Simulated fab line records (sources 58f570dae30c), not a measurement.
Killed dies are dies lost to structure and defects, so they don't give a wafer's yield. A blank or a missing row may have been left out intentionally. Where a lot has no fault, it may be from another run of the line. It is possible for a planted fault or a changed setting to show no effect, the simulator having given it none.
fab line records | flow berkeleyCmos170
record lots=14 | wafers=42 | lastDay=12
route steps=331 shown SPACER@174
lots that met no fault: from a run of the same line without faults
startH: hours from the record's first day to the start of the lot's first wafer shown | waitH: hours from the lot's prior step to this one | " same as the row above | L1.1+2: a single row standing in for several wafers | - no value, or no start given | * or withheld: withheld | < > ~ a bound
route shown NAME@n: names a module that has steps shown in the file, with the first one's number in the route | usual: average and standard deviation across the fault-free wafers | same: alike in all rows | chamber/n: place in a boat | sites: per-site readings | _std_site: the values' standard deviation | _edge_site: inner sites' mean taken away from outer sites' mean | radiusMm: for every site, how far away it sits from the centre of the wafer | mask NAME#n: copy n | behind: tool/chamber where the wafer was last shaped | hold: what put the lot on hold/how long, in hours/how the hold closed | device: the n, p or np transistor that did not switch | end of line: the route-end tests of the same wafers | for a step that has no rows: nothing shown but its recipe | killed: not the wafer's yield, but the dies lost to structure and defects at the first sort | map: shows each die of a wafer: x if killed, . if not, _ if none is there
set.NAME: the run value of the setting; set.NAME@STEP: its run value at that earlier step | model.NAME: the simulator's own value behind a step, which no gauge read
one table for each step of the route and one row for each wafer, over a sample of lots
services: a tool's chamber out of use, with start hour (startH, from the record's first day; less than 0 if before it), hours out, and reason
## steps
# step UCB170_SPACER_ETCHBACK_03
# recipe stopOn=Si | target=SiO2 | chemistry=CHF3/CF4/Ar | CHF3_flow_sccm=50 | cf4FlowSccm=10 | Ar_flow_sccm=120 | pressureMtorr=200 | rfW=500 | targetDepthA=3760 | timeS=100
# usual CHF3_flow_sccm=49.99/0.15 | cf4FlowSccm=10.004/0.028 | drypumpMotorCurrentA=5.9/0.46 | oesProductAu=0.897/0.014 | throttleValvePct=6.52/0.097
lot.wafer | tool       | chamber | startH | waitH | CHF3_flow_sccm | cf4FlowSccm | drypumpMotorCurrentA | oesProductAu | rfHoursCounterH | throttleValvePct
L327.2    | rieDiel-01 | 0       | 155.87 | 0.0   | 49.86          | 9.996       | 6.0                  | 0.873        | 83              | 6.53
L327.4    | "          | 1       | "      | "     | 50.03          | 10.007      | 6.4                  | 0.885        | 25              | 6.55
L327.5    | "          | 3       | "      | "     | 50.02          | 10.036      | 6.1                  | 0.916        | -               | 6.49
L328.1    | rieDiel-03 | 0       | 155.94 | 0.1   | 49.89          | 9.996       | 6.4                  | 0.900        | 1               | 6.45
L328.2    | "          | 3       | "      | "     | 50.04          | 10.044      | 5.7                  | 0.882        | 47              | 6.46
L328.3    | "          | 2       | "      | "     | 49.97          | 9.995       | 5.7                  | 0.901        | 117             | 6.49
L330.3    | rieDiel-03 | 0       | 168.33 | 0.1   | -              | -           | -                    | -            | -               | -
L330.4    | "          | 2       | "      | "     | -              | -           | -                    | -            | -               | -
L330.5    | "          | 2       | "      | "     | -              | -           | -                    | -            | -               | -
L333.2    | rieDiel-03 | 3       | 175.79 | 0.0   | -              | -           | -                    | -            | -               | -
L333.4    | "          | 1       | "      | "     | -              | -           | -                    | -            | -               | -
L333.5    | "          | 1       | "      | "     | -              | -           | -                    | -            | -               | -
L336.1    | rieDiel-02 | 0       | 201.73 | 0.0   | 49.75          | 10.043      | 5.9                  | 0.893        | 105             | 6.45
L336.2    | "          | 3       | "      | "     | 49.86          | 10.031      | 5.0                  | 0.895        | 11              | 6.59
L336.6    | "          | 0       | "      | "     | 49.84          | 10.009      | 5.9                  | 0.886        | -               | 6.46
L338.1    | rieDiel-03 | 1       | 208.89 | 0.0   | 50.21          | 9.993       | 6.3                  | 0.875        | 79              | 6.67
L338.3    | "          | 0       | "      | "     | 50.16          | 10.030      | 6.4                  | 0.890        | 4               | 6.46
L338.5    | "          | 2       | "      | "     | 50.31          | 9.993       | 5.6                  | 0.895        | -               | 6.49
L340.1    | rieDiel-02 | 0       | 208.96 | 0.1   | 50.02          | 9.961       | 5.9                  | 0.890        | 106             | 6.46
L340.4    | "          | 1       | "      | "     | 49.70          | 9.992       | 5.1                  | 0.878        | 95              | 6.35
L340.5    | "          | 1       | "      | "     | 49.84          | 10.042      | 5.1                  | 0.884        | -               | 6.32
L341.1    | rieDiel-03 | 3       | 208.96 | 0.1   | 50.10          | 10.060      | 5.7                  | 0.874        | 50              | 6.47
L341.3    | "          | 2       | "      | "     | 49.95          | 9.993       | 5.6                  | 0.887        | 120             | 6.48
L341.4    | "          | 0       | "      | "     | 49.97          | 9.970       | 6.4                  | 0.894        | 4               | 6.45
L342.3    | rieDiel-03 | 2       | 221.99 | 0.0   | 49.93          | 10.018      | 5.6                  | 0.895        | 120             | 6.48
L342.4    | "          | 3       | "      | "     | 50.10          | 10.041      | 5.7                  | 0.900        | 50              | 6.46
L342.5    | "          | 1       | "      | "     | 50.07          | 9.998       | 6.3                  | 0.897        | -               | 6.66
L343.3    | rieDiel-01 | 0       | 230.35 | 0.0   | 50.01          | 9.990       | 6.0                  | 0.899        | 86              | 6.53
L343.5    | "          | 3       | "      | "     | 50.36          | 9.992       | 6.1                  | 0.937        | -               | 6.49
L343.6    | "          | 0       | "      | "     | 50.12          | 10.033      | 6.1                  | 0.908        | -               | 6.54
L344.1    | rieDiel-03 | 0       | 230.35 | 0.0   | 49.93          | 9.935       | 6.4                  | 0.896        | 5               | 6.44
L344.4    | "          | 0       | "      | "     | 50.06          | 9.977       | 6.4                  | 0.891        | -               | 6.45
L344.5    | "          | 2       | "      | "     | 50.12          | 10.006      | 5.6                  | 0.886        | -               | 6.49
L345.1    | rieDiel-01 | 3       | 234.02 | 0.0   | 49.81          | 9.977       | 6.1                  | 0.922        | 50              | 6.49
L345.4    | "          | 2       | "      | "     | 50.02          | 10.018      | 5.9                  | 0.903        | 86              | 6.62
L345.5    | "          | 1       | "      | "     | 50.11          | 10.075      | 6.3                  | 0.909        | -               | 6.55
L348.2    | rieDiel-02 | 3       | 254.03 | 0.0   | 50.29          | 10.063      | 5.0                  | 0.898        | 13              | 6.58
L348.4    | "          | 0       | "      | "     | 50.03          | 9.987       | 5.9                  | 0.888        | 107             | 6.46
L348.5    | "          | 1       | "      | "     | 49.97          | 10.007      | 5.1                  | 0.897        | -               | 6.35
L347.3    | rieDiel-03 | 1       | 254.07 | 0.0   | 50.08          | 9.971       | 6.3                  | 0.877        | 83              | 6.69
L347.4    | "          | 0       | "      | "     | 50.01          | 10.045      | 6.4                  | 0.898        | 7               | 6.47
L347.6    | "          | 1       | "      | "     | 49.96          | 10.023      | 6.3                  | 0.889        | -               | 6.68
## services
tool       | chamber | startH | hours | kind
rieDiel-03 | -       | 135.07 | 0.9   | repair
rieDiel-03 | -       | 176.63 | 1.1   | repair
rieDiel-01 | -       | 195.39 | 28.1  | pm
rieDiel-03 | 3       | 223.25 | 16.6  | repair
rieDiel-01 | -       | 232.02 | 1.2   | repair
## key
firstSign step=UCB170_SPACER_ETCHBACK_03 | reading=toolRecord | direction=missing
effect none on later readings
metAt UCB170_SPACER_ETCHBACK_03
struckLots L330,L333
laterRowsLeftOut L330.3,L330.4,L330.5,L333.2,L333.4,L333.5
sortLeftOut L330.3,L330.4,L330.5,L333.2,L333.4,L333.5
testerLeftOut L330,L333
onsetBetween 155.94 168.33
fault kind=skippedStepWhole | tool=rieDiel-03 | chamber=- | onsetH=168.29 | steps=UCB170_SPACER_ETCHBACK_03 | scope=struckLotsOnly
# testerLeftOut: of these lots the tester's yield and bins aren't shown, on N5 and GAA mostly nor the transistor test; their killed dies are dies lost to structure and defects alone, not to doping, threshold or leakage, so they don't give the yield
# sortLeftOut: the simulated sort isn't trusted on such a fault, so these wafers' sort isn't shown, and their yield isn't known
# laterRowsLeftOut: the simulator's readings of these wafers behind a module that went badly wrong aren't trusted and aren't shown, but for the sort
